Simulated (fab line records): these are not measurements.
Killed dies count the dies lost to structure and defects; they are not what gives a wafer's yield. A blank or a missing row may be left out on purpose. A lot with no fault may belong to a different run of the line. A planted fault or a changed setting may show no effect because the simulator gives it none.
A struck lot beside a sound one    flow ritCmos    10 steps out of a route of 202
Sound: the wafers L643.3, L643.4, L643.6. The struck wafers were L645.1, L645.2, L645.5. Last of all comes the cause.
Each step with rows lists, per side, the tool, then ch with its chambers, then its first start. Under that, the readings that differ: sound wafers    struck wafers    difference of the means    sigmas: that difference in standard deviations of wafers without a fault.
alike: a reading whose means differ by less than 2 such deviations, as well as words and numbers matching on both sides. not compared: withheld readings; readings where some wafer has no value; bounds like >300 that might hide an equal value; numbers whose values overlap and for which the record gives no deviation.
A row with sigmas, a row that says differs or no value, or rows on one side alone: a step with any of these is where the two part. Numbers that don't overlap but have no deviation are shown without sigmas and don't part them. Lack of a reading on every wafer of one side parts them only where that side has two or more wafers.

RIT_ACTIVE_BOW_MEAS_00:
  sound on filmMetro-01, day 4 13:02; struck on filmMetro-01, day 4 23:00
  alike: INCOMING_BOW
then, 1 step without rows for these wafers: RIT_ACTIVE_OXIDATION_01 (target thk 46.8 nm, ox time 3480 s).
RIT_ACTIVE_THK_MEAS_02:
  sound on filmMetro-04, day 4 15:07; struck on filmMetro-02, day 5 02:25
  alike: ACTIVE_OXIDE_THK
then, 1 step without rows for these wafers: RIT_ACTIVE_CVD_03 (deposits Si3N4 from SiH2Cl2/NH3, target thk 150 nm, time 1500 s).
RIT_ACTIVE_THK_MEAS_04:
  sound on filmMetro-01, day 4 16:35; struck on filmMetro-04, day 5 04:36
reading                  sound              struck             difference  sigmas
ACTIVE_NITRIDE_THK (nm)  149.4 147.6 149.1  151.9 152.2 152.1  +3.4        +2
then, 2 steps without rows for these wafers: RIT_ACTIVE_HMDS_05 (prime time 60 s); RIT_ACTIVE_COAT_06 (resist thk 1000 nm).
RIT_ACTIVE_SOFTBAKE_07: time 60 s.
  sound on lithoTrack-03 ch 0, day 4 16:59; struck on lithoTrack-01 ch 0, day 5 04:58
reading                sound              struck             difference  sigmas
heaterPowerTotalW (W)  34.55 34.58 34.62  35.27 35.30 35.27  +0.70       +15
plateTempC (C)         89.82 90.04 90.01  91.15 91.21 91.13  +1.21       +10
then, 1 step without rows for these wafers: RIT_ACTIVE_EXPOSE_08 (exposes mask M1, target cd 1400 nm).
-- the record jumps here: 2 days lie between the struck wafers' starts before and after (it left off in module ACTIVE and takes up again in module M1, whose first step shown is number 202 of the route) --
RIT_M1_PROBE_99:
  sound on prober-01, day 6 14:06; struck on prober-01, day 7 10:46
  alike: killedAtContacts, killedAtFrontEnd, killedDies, killedOpen, killedShort

## WHERE THEY PART
First at RIT_ACTIVE_THK_MEAS_04; last, within this record, at RIT_ACTIVE_SOFTBAKE_07. Later steps at which nothing parts them and some readings are alike: RIT_M1_PROBE_99.

WHY: what the simulator had put in
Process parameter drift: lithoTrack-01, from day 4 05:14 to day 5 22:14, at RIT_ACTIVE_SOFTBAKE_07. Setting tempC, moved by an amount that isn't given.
